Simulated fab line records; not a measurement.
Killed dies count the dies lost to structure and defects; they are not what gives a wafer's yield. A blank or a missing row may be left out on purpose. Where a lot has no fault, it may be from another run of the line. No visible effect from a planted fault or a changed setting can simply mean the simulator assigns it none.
Which of the tools did it? / flow rit cmos / 7 lots, 21 wafers sampled, at 2 steps of a route of 202

WHAT EACH GAUGE READ, for each wafer
RIT_SPACER_THK_MEAS_04.
lot=L575; measured=day 3 08:35; on=film metro-02; SPACER_NITRIDE_THK (nm)=248.5 246.4 247.5
lot=L577; measured=day 3 18:42; on=film metro-02; SPACER_NITRIDE_THK (nm)=247.7 249.3 247.5
lot=L581; measured=day 4 14:23; on=film metro-03; SPACER_NITRIDE_THK (nm)=247.3 249.1 248.3
lot=L584; measured=day 5 04:28; on=film metro-02; SPACER_NITRIDE_THK (nm)=249.5 251.9 248.6
lot=L587; measured=day 5 21:52; on=film metro-03; SPACER_NITRIDE_THK (nm)=251.0 252.4 251.2
lot=L589; measured=day 6 05:29; on=film metro-02; SPACER_NITRIDE_THK (nm)=319.4 320.4 322.1
lot=L595; measured=day 7 11:56; on=film metro-01; SPACER_NITRIDE_THK (nm)=247.0 248.4 245.5

TOOL THAT RAN EACH LOT (tool first, then ch and the chambers of the sampled wafers, then the start)
lot=L575; RIT_SPACER_CVD_03=lpcvd-02 ch 1, day 3 06:40
lot=L577; RIT_SPACER_CVD_03=lpcvd-01 ch 1, day 3 16:47
lot=L581; RIT_SPACER_CVD_03=lpcvd-02 ch 1, day 4 12:28
lot=L584; RIT_SPACER_CVD_03=lpcvd-02 ch 0, day 5 02:32
lot=L587; RIT_SPACER_CVD_03=lpcvd-01 ch 0, day 5 19:57
lot=L589; RIT_SPACER_CVD_03=lpcvd-02 ch 0, day 6 03:34
lot=L595; RIT_SPACER_CVD_03=lpcvd-01 ch 1, day 7 10:00
- RIT_SPACER_CVD_03: deposits Si3N4 from SiH2Cl2/NH3, target thk 250 nm, time 3300 s.

THE ANSWER, worked out from the rows above alone
Rule: the usual values come from the lots themselves. The widest of any qualifying gaps counts: lots, ordered by their means at a reading, are off when they make up no more than a third of the lots, leave a main group of 4 or more, and stand apart from it by 3 or more times the standard deviation of that group's means. A main group is skipped when, at the precision printed for the reading in the tables above, its means are all equal. A lot without any number at a reading at which 4 lots or more have one is off too. The other lots that the step has rows for count as sound.
Off: L589, at RIT_SPACER_THK_MEAS_04 (SPACER_NITRIDE_THK). For the main group the mean is 248.7 nm and the standard deviation 1.6.
A tool fits if, at a process step before that reading, it ran every lot that is off, and no sound lot after the first of them. The gauges at RIT_SPACER_THK_MEAS_04 are tried like those tools. 2 tools fit, lpcvd-02 at RIT_SPACER_CVD_03 and film metro-02 at RIT_SPACER_THK_MEAS_04, so this cannot tell which one it is.

WHAT THE SIMULATOR HAD PUT IN
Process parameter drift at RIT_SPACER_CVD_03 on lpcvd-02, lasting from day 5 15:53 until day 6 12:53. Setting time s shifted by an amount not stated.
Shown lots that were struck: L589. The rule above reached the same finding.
